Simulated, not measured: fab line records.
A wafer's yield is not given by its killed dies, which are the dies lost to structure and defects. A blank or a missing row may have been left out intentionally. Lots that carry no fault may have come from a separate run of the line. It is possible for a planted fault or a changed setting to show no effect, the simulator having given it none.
Matching of chambers    flow berkeley_cmos170    rie_diel-03 running UCB170_V1_ETCH_14: 4 sister chambers
The step etches SiO2 in CHF3/CF4/Ar, stops on Al, target depth 1250 nm, time 291 s. 16 wafers are shown with their chamber, then 8 later ones without.

## WAFERS WITH THEIR CHAMBER
wafer   chamber  throttle_valve_pct (%)  drypump_motor_current_A (A)  oes_product_au (a.u.)
L080.1  2        6.89                    6.4                          0.880
L080.2  3        6.87                    6.3                          0.862
L080.5  2        6.89                    6.4                          0.887
L083.2  3        6.88                    6.3                          0.855
L083.5  0        7.11                    6.4                          0.867
L083.6  1        6.78                    6.2                          0.889
L087.2  3        6.88                    6.3                          0.867
L087.3  0        7.13                    6.4                          0.867
L087.4  2        6.90                    6.4                          0.881
L090.2  2        6.89                    6.5                          0.897
L090.3  3        6.90                    6.3                          0.871
L090.4  0        7.11                    6.4                          0.860
L092.1  3        6.88                    6.3                          0.871
L092.2  2        6.90                    6.5                          0.885
L092.5  1        6.79                    6.2                          0.881
L091.2  1        6.79                    6.2                          0.880

SIGNATURES, as means of the wafers listed above
reading                  chamber 0  chamber 1  chamber 2  chamber 3  scatter within a chamber
throttle_valve_pct       7.1167     6.7867     6.8940     6.8820     0.00882
drypump_motor_current_A  6.400      6.200      6.440      6.300      0.0316
oes_product_au           0.86467    0.88333    0.88600    0.86520    0.00612
Rule: distance of a wafer from a chamber = root of the sum over the readings of ((wafer's reading minus chamber's mean) / reading's scatter) squared. The wafer belongs to the nearest chamber; if the next one is less than 2 further off, it can't be placed. The scatter: the root of (the sum of the squares of (reading less its chamber's mean) over the shown wafers, divided by (wafers less chambers)).

## WAFERS WITHOUT THEIR CHAMBER
wafer   throttle_valve_pct (%)  drypump_motor_current_A (A)  oes_product_au (a.u.)
L091.3  6.89                    6.3                          0.873
L091.6  6.90                    6.4                          0.888
L094.1  6.88                    6.4                          0.889
L094.3  6.87                    6.3                          0.872
L094.4  6.78                    6.2                          0.885
L097.2  7.11                    6.4                          0.859
L097.3  6.88                    6.3                          0.868
L097.6  6.88                    6.3                          0.856

## WHICH CHAMBER EACH ONE RAN IN
wafer   from the rows above  in truth
L091.3  3                    3
L091.6  2                    2
L094.1  2                    2
L094.3  3                    3
L094.4  1                    1
L097.2  0                    0
L097.3  3                    3
L097.6  3                    3
Correct placement for 8 of the 8. Not placeable from these rows: 0. Wrongly placed: 0.
